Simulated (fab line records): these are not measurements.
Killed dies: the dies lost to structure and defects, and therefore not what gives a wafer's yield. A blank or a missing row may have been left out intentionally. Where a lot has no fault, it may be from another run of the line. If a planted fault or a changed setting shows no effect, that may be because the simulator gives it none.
2 desks, one fault	flow ritCmos	numbers are kept per desk, each desk with only its own; the story behind them comes last

METROLOGY DESK
What the gauges read for every lot (on any tool): the sampled wafers with a number, averaged. If a lot's mean is further than 4 standard deviations from the usual mean, the lot is out of limits and carries the mark OUT (the distance appears in the brackets).
Columns: A = PLDD_RS at RIT_SDANNEAL_RS_MEAS_06, usual 178.7 ohm/sq
lot	first seen here	A
L406	day 3 06:43	178.9
L407	day 3 19:46	179.1
L408	day 4 02:06	179.2
L409	day 4 08:54	178.6
L414	day 5 14:59	178.9
L418	day 6 06:34	178.5
L419	day 6 10:23	178.9
L420	day 6 13:27	178.6
L422	day 6 21:35	178.0
L425	day 7 11:58	178.8
L428	day 7 22:18	178.6
L427	day 19 10:14	178.7
Result from this desk: across the 12 lots, nothing is out of limits.

THE TOOL OWNER'S DESK: implanter-02
The tool's own readings at RIT_PLDD_IMPLANT_08, given as means over the sampled wafers that have a number, one for each lot that went through this tool. If a lot's mean is further than 4 standard deviations from the usual mean, the lot is out of limits and carries the mark OUT (the distance appears in the brackets).
Columns: A = beamOnS at RIT_PLDD_IMPLANT_08, usual 10.00 s; B = tiltDeg at RIT_PLDD_IMPLANT_08, usual 7.001 degrees
lot	first seen here	A	B
L406	day 3 00:08	10.15	7.010
L407	day 3 12:18	10.08	7.018
L412	day 4 14:26	10.03	7.792 (+42) OUT
L413	day 4 17:33	10.03	7.776 (+41) OUT
L415	day 5 08:37	10.12	7.783 (+41) OUT
This desk's verdict: out of limits on L412, L413, L415, starting with L412 at day 4 14:26 (tiltDeg at RIT_PLDD_IMPLANT_08). Within limits: L406, L407.

PUT TOGETHER
The tool owner's desk had the chance to raise an alarm at day 4 14:26 on L412, L413, L415.
At the metrology desk, nothing out of limits was observed.
The metrology desk has no number on record for L412, L413, L415.
The lots listed all ran RIT_PLDD_IMPLANT_08 on implanter-02.

WHAT HAD BEEN PUT IN BY THE SIMULATOR
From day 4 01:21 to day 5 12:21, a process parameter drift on implanter-02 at RIT_PLDD_IMPLANT_08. The setting tiltDeg was moved by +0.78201, starting from 7. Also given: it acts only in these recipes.
Struck lots among those shown: L412, L413, L415.
Hours from the fault's start to each desk's first reading out of limits: the tool owner's desk, 13.
